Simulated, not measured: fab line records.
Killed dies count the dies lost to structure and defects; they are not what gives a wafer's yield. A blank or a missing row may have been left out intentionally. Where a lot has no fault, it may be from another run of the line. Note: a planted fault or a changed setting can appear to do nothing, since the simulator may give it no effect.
fab line records    flow berkeley-cmos170
record: lots: 5  wafers: 23
route steps=331 shown NWELL@15 PWELL@49 WELLDRIVE@56 ACTIVE@68 PFIELD@80 FIELD@90 SCREENOX@101
start-h: hours from the record's opening day to when the first of the lot's shown wafers began    wait-h: hours from the lot's prior step to this one    " unchanged from the row above    L1.1+2: a row that stands for several wafers    - no value, or no start was given    * or withheld: withheld    < > ~ a bound
route shown NAME@n: a module of which the file shows steps, and the number in the route of the first    usual: average and standard deviation across the fault-free wafers    same: alike in all rows    chamber/n: place in a boat    sites: each site's reading    _std_site: how widely they spread, as a standard deviation    _edge_site: the outer-site mean with the inner-site mean subtracted    radius-mm: how far each site lies from the wafer's centre    mask NAME#n: copy n    behind: the tool/chamber that last shaped the wafer    hold: cause of the lot's hold/its duration in hours/its outcome    device: names the non-switching transistor (n, p or np)    end of line: tests run on the same wafers once the route is complete    for a step that has no rows: nothing shown but its recipe    killed: dies lost to structure and defects at the first sort, not the wafer's yield    map: shows each die of a wafer: x if killed, . if not, _ if none is there
set.NAME: setting as actually run; set.NAME@STEP: the setting as run at that earlier step    model.NAME: the simulator's own value behind a step, which no gauge read
lots run with intentionally changed settings; tables by step, rows by wafer
== steps ==
step: UCB170_NWELL_OXIDATION_01
recipe: temp-c: 1000  ambient: O2  target-thk-a: 264  ox-time-s: 1260
lot.wafer  tool        chamber  start-h  wait-h  set.temp-c  model.SiO2_of_NWELL_OXIDATION_01.thk-nm
L076.1     -           -        -        1.7     980.4       21.2
L076.2     "           -        "        "       980.4       20.79
L076.3     "           -        "        "       980.4       20.81
L076.5     "           -        "        "       980.4       20.77
L076.6     "           -        "        "       980.4       21.49
L079.1     -           -        -        3.6     979.7       21.02
L079.2     "           -        "        "       979.7       20.85
L079.3     "           -        "        "       979.7       20.89
L079.4     "           -        "        "       979.7       21.03
L079.6     "           -        "        "       979.7       21.07
L080.1     -           -        -        4.0     1008        27.6
L080.2     "           -        "        "       1008        27.92
L080.4     "           -        "        "       1008        27.82
L080.5     "           -        "        "       1008        28.06
L080.6     "           -        "        "       1008        27.57
L081.1     furnace-03  0        56.10    3.7     1000        26.04
L081.4     "           0        "        "       1000        25.23
L081.5     "           0        "        "       1000        25.4
L082.1     -           -        -        2.5     978.2       20.74
L082.2+4   "           -        "        "       978.2       20.88
L082.3     "           -        "        "       978.2       20.93
L082.6     "           -        "        "       978.2       21.05
step: UCB170_NWELL_THK_MEAS_02
recipe: reads: SiO2_of_NWELL_OXIDATION_01
usual: NWELL_OXIDE_THK: 26.2/0.43
lot.wafer  tool           chamber  start-h  wait-h  set.temp-c@NWELL_OXIDATION_01  NWELL_OXIDE_THK[nm]
L076.1     film-metro-01  -        -        -       980.4                          21.2
L076.2     "              -        "        "       980.4                          20.8
L076.3     "              -        "        "       980.4                          20.8
L076.5     "              -        "        "       980.4                          20.8
L076.6     "              -        "        "       980.4                          21.5
L079.1     film-metro-01  -        -        -       979.7                          21.0
L079.2     "              -        "        "       979.7                          20.8
L079.3     "              -        "        "       979.7                          20.9
L079.4     "              -        "        "       979.7                          21.1
L079.6     "              -        "        "       979.7                          21.0
L080.1     film-metro-03  -        -        -       1008                           27.6
L080.2     "              -        "        "       1008                           27.9
L080.4     "              -        "        "       1008                           27.8
L080.5     "              -        "        "       1008                           28.1
L080.6     "              -        "        "       1008                           27.6
L081.1     film-metro-04  -        57.45    0.0     1000                           26.0
L081.4     "              -        "        "       1000                           25.2
L081.5     "              -        "        "       1000                           25.4
L082.1     film-metro-03  -        -        -       978.2                          20.7
L082.2     "              -        "        "       978.2                          20.9
L082.3     "              -        "        "       978.2                          20.9
L082.4     "              -        "        "       978.2                          20.8
L082.6     "              -        "        "       978.2                          21.0
step: UCB170_PWELL_IMPLANT_15
recipe: species: B  dose-cm2: 5e+12  energy-kev: 60  tilt-deg: 7
lot.wafer   tool          chamber  start-h  wait-h  set.dose-cm2
L076.1+2+6  implanter-01  0        55.52    0.1     5e+12
L076.3+5    "             0        "        "       4.636e+12
L079.1+3+6  implanter-02  0        75.97    0.1     5e+12
L079.2+4    "             0        "        "       5.185e+12
L080.1+2+6  implanter-01  0        81.04    0.1     5e+12
L080.4+5    "             0        "        "       5.138e+12
L081.1+4+5  implanter-02  0        81.30    0.1     5e+12
L082.1+3    implanter-02  0        89.67    0.1     5e+12
L082.2+4+6  "             0        "        "       5.259e+12
step: UCB170_PWELL_STRIP_16
recipe: chemistry: O2  power-w: 400  pressure-mtorr: 3500  platen-temp-c: withheld  o2-flow-sccm: 400  overash-fraction: 0.5
step: UCB170_PWELL_TW_MEAS_17
usual: PWELL_TW: 379/3
lot.wafer  tool           chamber  start-h  wait-h  set.dose-cm2@PWELL_IMPLANT_15  PWELL_TW
L076.1     film-metro-01  -        55.77    0.1     5e+12                          378
L076.2     "              -        "        "       5e+12                          375
L076.3     "              -        "        "       4.636e+12                      368
L076.5     "              -        "        "       4.636e+12                      370
L076.6     "              -        "        "       5e+12                          376
L079.1     film-metro-02  -        76.22    0.1     5e+12                          377
L079.2     "              -        "        "       5.185e+12                      383
L079.3     "              -        "        "       5e+12                          379
L079.4     "              -        "        "       5.185e+12                      384
L079.6     "              -        "        "       5e+12                          382
L080.1     film-metro-04  -        81.29    0.1     5e+12                          384
L080.2     "              -        "        "       5e+12                          384
L080.4     "              -        "        "       5.138e+12                      386
L080.5     "              -        "        "       5.138e+12                      387
L080.6     "              -        "        "       5e+12                          384
L081.1     film-metro-01  -        81.55    0.1     5e+12                          376
L081.4     "              -        "        "       5e+12                          372
L081.5     "              -        "        "       5e+12                          374
L082.1     film-metro-02  -        89.92    0.1     5e+12                          380
L082.2     "              -        "        "       5.259e+12                      386
L082.3     "              -        "        "       5e+12                          380
L082.4     "              -        "        "       5.259e+12                      386
L082.6     "              -        "        "       5.259e+12                      385
step: UCB170_WELLDRIVE_OXIDATION_01
recipe: temp-c: 1100  ambient: O2  target-thk-a: 1990  ox-time-s: 9000
lot.wafer  tool        chamber  start-h  wait-h  set.temp-c  model.SiO2_of_WELLDRIVE_OXIDATION_01.thk-nm
L076.1     -           -        -        2.4     1100        201.5
L076.2     "           -        "        "       1100        202.6
L076.3     "           -        "        "       1100        202.1
L076.5     "           -        "        "       1100        203.5
L076.6     "           -        "        "       1100        200.6
L079.1     -           -        -        2.5     1073        166.4
L079.2+6   "           -        "        "       1073        169
L079.3     "           -        "        "       1073        168.8
L079.4     "           -        "        "       1073        169.2
L080.1     -           -        -        3.0     1118        216.8
L080.2     "           -        "        "       1118        215.7
L080.4     "           -        "        "       1118        213
L080.5     "           -        "        "       1118        215.5
L080.6     "           -        "        "       1118        216
L081.1     furnace-04  0        89.02    3.0     1100        198.7
L081.4     "           0        "        "       1100        197.9
L081.5     "           0        "        "       1100        200
L082.1     -           -        -        2.1     1073        165.8
L082.2     "           -        "        "       1073        162.5
L082.3     "           -        "        "       1073        162.4
L082.4     "           -        "        "       1073        163
L082.6     "           -        "        "       1073        162
step: UCB170_WELLDRIVE_THK_MEAS_02
recipe: reads: SiO2_of_WELLDRIVE_OXIDATION_01
usual: WELLDRIVE_OXIDE_THK: 198/3.3
lot.wafer  tool           chamber  start-h  wait-h  set.temp-c@WELLDRIVE_OXIDATION_01  WELLDRIVE_OXIDE_THK[nm]
L076.1     film-metro-01  -        -        -       1100                               201
L076.2     "              -        "        "       1100                               202
L076.3     "              -        "        "       1100                               202
L076.5     "              -        "        "       1100                               204
L076.6     "              -        "        "       1100                               201
L079.1     film-metro-01  -        -        -       1073                               166
L079.2     "              -        "        "       1073                               169
L079.3     "              -        "        "       1073                               169
L079.4     "              -        "        "       1073                               169
L079.6     "              -        "        "       1073                               169
L080.1     film-metro-01  -        -        -       1118                               217
L080.2     "              -        "        "       1118                               216
L080.4     "              -        "        "       1118                               213
L080.5     "              -        "        "       1118                               215
L080.6     "              -        "        "       1118                               216
L081.1     film-metro-02  -        92.57    0.0     1100                               199
L081.4     "              -        "        "       1100                               198
L081.5     "              -        "        "       1100                               200
L082.1     film-metro-02  -        -        -       1073                               166
L082.2     "              -        "        "       1073                               163
L082.3     "              -        "        "       1073                               162
L082.4     "              -        "        "       1073                               163
L082.6     "              -        "        "       1073                               162
step: UCB170_ACTIVE_COAT_08
recipe: resist: KrF  spin-rpm: 1500  resist-thk-nm: 900
lot.wafer  tool            chamber  start-h  wait-h  set.resist-thk-nm  model.KrF_of_ACTIVE_COAT_08.thk-nm
L076.1     litho-track-04  0        81.56    0.1     900                898.5
L076.2     "               0        "        "       900                903.9
L076.3     "               0        "        "       900                899.7
L076.5     "               0        "        "       900                901.1
L076.6     "               0        "        "       900                900.3
L079.1     litho-track-04  0        102.82   0.1     867                865.5
L079.2     "               0        "        "       867                868
L079.3     "               0        "        "       867                864.8
L079.4     "               0        "        "       900                898.8
L079.6     "               0        "        "       900                901.8
L080.1     litho-track-04  0        106.82   0.1     900                905.7
L080.2     "               0        "        "       900                905.2
L080.4     "               0        "        "       872                877.3
L080.5     "               0        "        "       900                903.1
L080.6     "               0        "        "       872                876.9
L081.1     litho-track-01  0        107.15   0.1     900                900.1
L081.4     "               0        "        "       900                906.9
L081.5     "               0        "        "       900                905
L082.1     litho-track-01  0        116.40   0.1     900                898.5
L082.2     "               0        "        "       884.2              885.5
L082.3     "               0        "        "       900                900.1
L082.4     "               0        "        "       884.2              882.1
L082.6     "               0        "        "       900                900.7
step: UCB170_ACTIVE_SOFTBAKE_09
recipe: resist: KrF  temp-c: 130  time-s: 60
step: UCB170_ACTIVE_EXPOSE_10
recipe: mask-id: ACTIVE  target-cd-nm: 1200  na: 0.5  sigma-outer: 0.6  source-shape: conventional  dose-mj: 20
step: UCB170_ACTIVE_ETCH_15
recipe: chemistry: CH3F/Ar/O2  target: Si3N4  stop-on: SiO2  CH3F_flow_sccm: 20  Ar_flow_sccm: 50  O2_flow_sccm: 7  pressure-mtorr: 50  rf-w: 450  target-depth-a: 2420  over-etch-frac: 0.1  time-s: 151
lot.wafer  tool         chamber  start-h  wait-h  set.resist-thk-nm@ACTIVE_COAT_08  model.KrF_of_ACTIVE_COAT_08.thk-nm
L076.1     rie-diel-01  0        82.98    0.0     900                               719.9
L076.2     "            2        "        "       900                               733
L076.3     "            3        "        "       900                               731.1
L076.5     "            1        "        "       900                               720.4
L076.6     "            0        "        "       900                               722.2
L079.1     rie-diel-04  3        103.66   0.0     867                               684.2
L079.2     "            0        "        "       867                               687.1
L079.3     "            3        "        "       867                               685.8
L079.4     "            0        "        "       900                               716.4
L079.6     "            3        "        "       900                               721.1
L080.1     rie-diel-02  0        107.67   0.0     900                               723.1
L080.2     "            3        "        "       900                               732.6
L080.4     "            1        "        "       872                               695.5
L080.5     "            2        "        "       900                               724.6
L080.6     "            3        "        "       872                               704.2
L081.1     rie-diel-01  3        108.00   0.0     900                               733.7
L081.4     "            2        "        "       900                               736.4
L081.5     "            0        "        "       900                               728.2
L082.1     rie-diel-01  2        117.37   0.0     900                               725.5
L082.2     "            1        "        "       884.2                             705
L082.3     "            0        "        "       900                               720.5
L082.4     "            3        "        "       884.2                             713
L082.6     "            1        "        "       900                               719.5
step: UCB170_ACTIVE_STRIP_16
recipe: chemistry: O2  power-w: 400  pressure-mtorr: 3500  platen-temp-c: withheld  o2-flow-sccm: 400  overash-fraction: 0.5
usual: strip-time-to-endpoint-s: 18.09/0.15
lot.wafer  tool             chamber  start-h  wait-h  set.resist-thk-nm@ACTIVE_COAT_08  strip-time-to-endpoint-s
L076.1     plasma-asher-04  1        83.08    0.1     900                               17.98
L076.2     "                0        "        "       900                               18.29
L076.3     "                1        "        "       900                               18.24
L076.5     "                0        "        "       900                               17.98
L076.6     "                1        "        "       900                               18.04
L079.1     plasma-asher-01  0        103.82   0.1     867                               17.11
L079.2     "                1        "        "       867                               17.18
L079.3     "                0        "        "       867                               17.15
L079.4     "                1        "        "       900                               17.89
L079.6     "                0        "        "       900                               18.00
L080.1     plasma-asher-03  0        107.77   0.1     900                               18.05
L080.2     "                1        "        "       900                               18.27
L080.4     "                0        "        "       872                               17.39
L080.5     "                1        "        "       900                               18.09
L080.6     "                0        "        "       872                               17.61
L081.1     plasma-asher-01  0        108.10   0.1     900                               18.31
L081.4     "                0        "        "       900                               18.36
L081.5     "                1        "        "       900                               18.18
L082.1     plasma-asher-04  1        117.47   0.1     900                               18.10
L082.2     "                0        "        "       884.2                             17.62
L082.3     "                0        "        "       900                               17.99
L082.4     "                1        "        "       884.2                             17.82
L082.6     "                1        "        "       900                               17.97
step: UCB170_PFIELD_COAT_01
recipe: resist: KrF  spin-rpm: 1500  resist-thk-nm: 900
lot.wafer  tool            chamber  start-h  wait-h  set.spin-rpm  model.KrF_of_PFIELD_COAT_01.thk-nm
L076.1     litho-track-03  0        85.24    0.1     1604          874.8
L076.2     "               0        "        "       1500          903.2
L076.3     "               0        "        "       1604          872.8
L076.5     "               0        "        "       1500          903.7
L076.6     "               0        "        "       1500          903.5
L079.1     litho-track-02  0        105.62   0.1     1500          901.7
L079.2+4   "               0        "        "       1500          899
L079.3     "               0        "        "       1500          898.9
L079.6     "               0        "        "       1500          902.9
L080.1     litho-track-03  0        108.49   0.1     1500          906
L080.2     "               0        "        "       1500          905.9
L080.4     "               0        "        "       1500          905
L080.5     "               0        "        "       1544          894.9
L080.6     "               0        "        "       1544          893.3
L081.1     litho-track-02  0        109.19   0.1     1500          903.1
L081.4     "               0        "        "       1500          899.2
L081.5     "               0        "        "       1500          899.5
L082.1     litho-track-04  0        120.97   0.1     1500          898.2
L082.2     "               0        "        "       1469          910.3
L082.3     "               0        "        "       1469          911.8
L082.4     "               0        "        "       1469          908.6
L082.6     "               0        "        "       1500          898.6
step: UCB170_PFIELD_SOFTBAKE_02
recipe: resist: KrF  temp-c: 130  time-s: 60
step: UCB170_PFIELD_EXPOSE_03
recipe: mask-id: PFIELD  na: 0.5  sigma-outer: 0.6  source-shape: conventional  target-cd-nm: 1500  dose-mj: 30
step: UCB170_PFIELD_IMPLANT_07
recipe: species: B  dose-cm2: 2e+13  energy-kev: 80  tilt-deg: 7
step: UCB170_PFIELD_STRIP_08
recipe: chemistry: O2  power-w: 400  pressure-mtorr: 3500  platen-temp-c: withheld  o2-flow-sccm: 400  overash-fraction: 0.5
usual: strip-time-to-endpoint-s: 21.66/0.073
lot.wafer  tool             chamber  start-h  wait-h  set.spin-rpm@PFIELD_COAT_01  strip-time-to-endpoint-s
L076.1     plasma-asher-02  1        86.62    0.1     1604                         21.03
L076.2     "                0        "        "       1500                         21.71
L076.3     "                0        "        "       1604                         20.97
L076.5     "                1        "        "       1500                         21.72
L076.6     "                0        "        "       1500                         21.70
L079.1     plasma-asher-04  0        106.50   0.1     1500                         21.66
L079.2     "                1        "        "       1500                         21.60
L079.3     "                0        "        "       1500                         21.61
L079.4     "                1        "        "       1500                         21.59
L079.6     "                0        "        "       1500                         21.71
L080.1     plasma-asher-04  0        109.37   0.1     1500                         21.77
L080.2     "                1        "        "       1500                         21.77
L080.4     "                0        "        "       1500                         21.75
L080.5     "                1        "        "       1544                         21.52
L080.6     "                0        "        "       1544                         21.47
L081.1     plasma-asher-02  0        110.40   0.1     1500                         21.71
L081.4     "                0        "        "       1500                         21.61
L081.5     "                0        "        "       1500                         21.61
L082.1     plasma-asher-01  1        121.97   0.1     1500                         21.60
L082.2     "                0        "        "       1469                         21.88
L082.3     "                1        "        "       1469                         21.91
L082.4     "                0        "        "       1469                         21.84
L082.6     "                1        "        "       1500                         21.59
step: UCB170_FIELD_OXIDATION_01
recipe: temp-c: 1000  ambient: H2O  p-h2o-torr: 584.62  target-thk-a: 5583  ox-time-s: 7200
lot.wafer  tool        chamber  start-h  wait-h  set.temp-c  model.SiO2_of_FIELD_OXIDATION_01.thk-nm
L076.1     -           -        -        0.9     983.3       501.1
L076.2     "           -        "        "       983.3       486.3
L076.3     "           -        "        "       983.3       500.1
L076.5     "           -        "        "       983.3       502.8
L076.6     "           -        "        "       983.3       490
L079.1     -           -        -        1.7     976.3       458.6
L079.2     "           -        "        "       976.3       446.7
L079.3     "           -        "        "       976.3       463.4
L079.4     "           -        "        "       976.3       451.1
L079.6     "           -        "        "       976.3       461.9
L080.1     -           -        -        3.3     970.4       430.1
L080.2     "           -        "        "       970.4       435.4
L080.4     "           -        "        "       970.4       443.9
L080.5     "           -        "        "       970.4       436.6
L080.6     "           -        "        "       970.4       441.8
L081.1     furnace-01  0        112.89   2.2     1000        549.6
L081.4     "           0        "        "       1000        551.4
L081.5     "           0        "        "       1000        552.7
L082.1     -           -        -        3.5     1000        561.2
L082.2     "           -        "        "       1000        559.3
L082.3     "           -        "        "       1000        559.5
L082.4     "           -        "        "       1000        565.7
L082.6     "           -        "        "       1000        563.2
step: UCB170_FIELD_THK_MEAS_02
recipe: reads: SiO2_of_FIELD_OXIDATION_01
usual: FIELD_OXIDE_THK: 552/11
lot.wafer  tool           chamber  start-h  wait-h  set.temp-c@FIELD_OXIDATION_01  FIELD_OXIDE_THK[nm]
L076.1     film-metro-04  -        -        -       983.3                          501
L076.2     "              -        "        "       983.3                          487
L076.3     "              -        "        "       983.3                          500
L076.5     "              -        "        "       983.3                          503
L076.6     "              -        "        "       983.3                          490
L079.1     film-metro-01  -        -        -       976.3                          459
L079.2     "              -        "        "       976.3                          447
L079.3     "              -        "        "       976.3                          463
L079.4     "              -        "        "       976.3                          451
L079.6     "              -        "        "       976.3                          462
L080.1     film-metro-02  -        -        -       970.4                          430
L080.2     "              -        "        "       970.4                          436
L080.4     "              -        "        "       970.4                          444
L080.5     "              -        "        "       970.4                          437
L080.6     "              -        "        "       970.4                          442
L081.1     film-metro-04  -        115.89   0.0     1000                           549
L081.4     "              -        "        "       1000                           551
L081.5     "              -        "        "       1000                           553
L082.1     film-metro-04  -        -        -       1000                           561
L082.2     "              -        "        "       1000                           559
L082.3     "              -        "        "       1000                           559
L082.4     "              -        "        "       1000                           566
L082.6     "              -        "        "       1000                           564
step: UCB170_FIELD_ANNEAL_03
recipe: temp-c: 1000  time-s: 1200  ambient: N2
step: UCB170_FIELD_WET_ETCH_04
recipe: chemistry: dHF  dilution: 10:1  target: SiO2  temp-c: 25  time-s: 60
step: UCB170_FIELD_WET_ETCH_05
recipe: chemistry: H3PO4  target: Si3N4  temp-c: 160  time-s: 12600
step: UCB170_FIELD_WET_ETCH_06
recipe: chemistry: BOE  dilution: 5:1  target: SiO2  temp-c: 25  time-s: 22
step: UCB170_FIELD_THK_MEAS_90
recipe: reads: SiO2_of_FIELD_OXIDATION_01
usual: FIELD_OXIDE_LEFT_1_THK: 436/11
lot.wafer  tool           chamber  start-h  wait-h  set.temp-c@FIELD_OXIDATION_01  FIELD_OXIDE_LEFT_1_THK[nm]
L076.1     film-metro-02  -        98.75    0.0     983.3                          386
L076.2     "              -        "        "       983.3                          371
L076.3     "              -        "        "       983.3                          384
L076.5     "              -        "        "       983.3                          388
L076.6     "              -        "        "       983.3                          375
L079.1     film-metro-04  -        122.27   0.0     976.3                          342
L079.2     "              -        "        "       976.3                          330
L079.3     "              -        "        "       976.3                          347
L079.4     "              -        "        "       976.3                          334
L079.6     "              -        "        "       976.3                          345
L080.1     film-metro-02  -        122.27   0.0     970.4                          314
L080.2     "              -        "        "       970.4                          320
L080.4     "              -        "        "       970.4                          329
L080.5     "              -        "        "       970.4                          321
L080.6     "              -        "        "       970.4                          326
L081.1     film-metro-01  -        122.27   0.0     1000                           432
L081.4     "              -        "        "       1000                           434
L081.5     "              -        "        "       1000                           435
L082.1     film-metro-01  -        135.04   0.0     1000                           445
L082.2     "              -        "        "       1000                           443
L082.3     "              -        "        "       1000                           443
L082.4     "              -        "        "       1000                           449
L082.6     "              -        "        "       1000                           447
step: UCB170_SCREENOX_OXIDATION_01
recipe: temp-c: 900  ambient: O2  target-thk-a: 144  ox-time-s: 2400
lot.wafer  tool        chamber  start-h  wait-h  set.temp-c  model.SiO2_of_SCREENOX_OXIDATION_01.thk-nm
L076.1     -           -        -        1.7     874.7       10.87
L076.2     "           -        "        "       874.7       10.98
L076.3     "           -        "        "       874.7       11.09
L076.5     "           -        "        "       874.7       11.06
L076.6     "           -        "        "       874.7       10.88
L079.1     -           -        -        4.5     887.3       12.79
L079.2     "           -        "        "       887.3       12.43
L079.3     "           -        "        "       887.3       12.78
L079.4     "           -        "        "       887.3       12.55
L079.6     "           -        "        "       887.3       12.72
L080.1     -           -        -        4.5     922.8       18.01
L080.2     "           -        "        "       922.8       18.32
L080.4     "           -        "        "       922.8       18.27
L080.5     "           -        "        "       922.8       18.15
L080.6     "           -        "        "       922.8       18
L081.1     furnace-01  0        132.15   4.4     900         14.42
L081.4     "           0        "        "       900         14.68
L081.5     "           0        "        "       900         14.39
L082.1     -           -        -        1.2     900         14.85
L082.2     "           -        "        "       900         14.69
L082.3     "           -        "        "       900         14.88
L082.4     "           -        "        "       900         14.8
L082.6     "           -        "        "       900         14.95
step: UCB170_SCREENOX_THK_MEAS_02
recipe: reads: SiO2_of_SCREENOX_OXIDATION_01
usual: SCREENOX_OXIDE_THK: 14.49/0.21
lot.wafer  tool           chamber  start-h  wait-h  set.temp-c@SCREENOX_OXIDATION_01  SCREENOX_OXIDE_THK[nm]
L076.1     film-metro-03  -        -        -       874.7                             10.85
L076.2     "              -        "        "       874.7                             11.01
L076.3     "              -        "        "       874.7                             11.07
L076.5     "              -        "        "       874.7                             11.08
L076.6     "              -        "        "       874.7                             10.86
L079.1     film-metro-04  -        -        -       887.3                             12.77
L079.2     "              -        "        "       887.3                             12.43
L079.3     "              -        "        "       887.3                             12.80
L079.4     "              -        "        "       887.3                             12.54
L079.6     "              -        "        "       887.3                             12.70
L080.1     film-metro-02  -        -        -       922.8                             18.02
L080.2     "              -        "        "       922.8                             18.28
L080.4     "              -        "        "       922.8                             18.23
L080.5     "              -        "        "       922.8                             18.18
L080.6     "              -        "        "       922.8                             17.99
L081.1     film-metro-03  -        133.82   0.0     900                               14.35
L081.4     "              -        "        "       900                               14.70
L081.5     "              -        "        "       900                               14.43
L082.1     film-metro-03  -        -        -       900                               14.86
L082.2     "              -        "        "       900                               14.64
L082.3     "              -        "        "       900                               14.86
L082.4     "              -        "        "       900                               14.80
L082.6     "              -        "        "       900                               14.89
== key ==
split: step: UCB170_NWELL_OXIDATION_01  setting: temp-c  stated: 1000  by: lot
response: step: UCB170_NWELL_OXIDATION_01  reading: model.SiO2_of_NWELL_OXIDATION_01.thk-nm  change: +2.35  per: 1%  r: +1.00
response: step: UCB170_NWELL_THK_MEAS_02  reading: NWELL_OXIDE_THK  change: +2.36  per: 1%  r: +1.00
split: step: UCB170_PWELL_IMPLANT_15  setting: dose-cm2  stated: 5e+12  by: wafer
response: step: UCB170_PWELL_TW_MEAS_17  reading: PWELL_TW  change: +1.01  per: 1%  r: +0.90
split: step: UCB170_WELLDRIVE_OXIDATION_01  setting: temp-c  stated: 1100  by: lot
response: step: UCB170_WELLDRIVE_OXIDATION_01  reading: model.SiO2_of_WELLDRIVE_OXIDATION_01.thk-nm  change: +12.6  per: 1%  r: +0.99
response: step: UCB170_WELLDRIVE_THK_MEAS_02  reading: WELLDRIVE_OXIDE_THK  change: +12.6  per: 1%  r: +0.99
split: step: UCB170_ACTIVE_COAT_08  setting: resist-thk-nm  stated: 900  by: wafer
response: step: UCB170_ACTIVE_COAT_08  reading: model.KrF_of_ACTIVE_COAT_08.thk-nm  change: +9.12  per: 1%  r: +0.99
response: step: UCB170_ACTIVE_ETCH_15  reading: model.KrF_of_ACTIVE_COAT_08.thk-nm  change: +8.67  per: 1%  r: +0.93
response: step: UCB170_ACTIVE_STRIP_16  reading: strip-time-to-endpoint-s  change: *  per: 1%  r: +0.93
split: step: UCB170_PFIELD_COAT_01  setting: spin-rpm  stated: 1500  by: wafer
response: step: UCB170_PFIELD_COAT_01  reading: model.KrF_of_PFIELD_COAT_01.thk-nm  change: -4.33  per: 1%  r: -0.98
response: step: UCB170_PFIELD_STRIP_08  reading: strip-time-to-endpoint-s  change: *  per: 1%  r: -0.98
split: step: UCB170_FIELD_OXIDATION_01  setting: temp-c  stated: 1000  by: lot
response: step: UCB170_FIELD_OXIDATION_01  reading: model.SiO2_of_FIELD_OXIDATION_01.thk-nm  change: +41.2  per: 1%  r: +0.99
response: step: UCB170_FIELD_THK_MEAS_02  reading: FIELD_OXIDE_THK  change: +41.1  per: 1%  r: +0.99
response: step: UCB170_FIELD_THK_MEAS_90  reading: FIELD_OXIDE_LEFT_1_THK  change: +40.9  per: 1%  r: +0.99
split: step: UCB170_SCREENOX_OXIDATION_01  setting: temp-c  stated: 900  by: lot
response: step: UCB170_SCREENOX_OXIDATION_01  reading: model.SiO2_of_SCREENOX_OXIDATION_01.thk-nm  change: +1.35  per: 1%  r: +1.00
response: step: UCB170_SCREENOX_THK_MEAS_02  reading: SCREENOX_OXIDE_THK  change: +1.35  per: 1%  r: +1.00
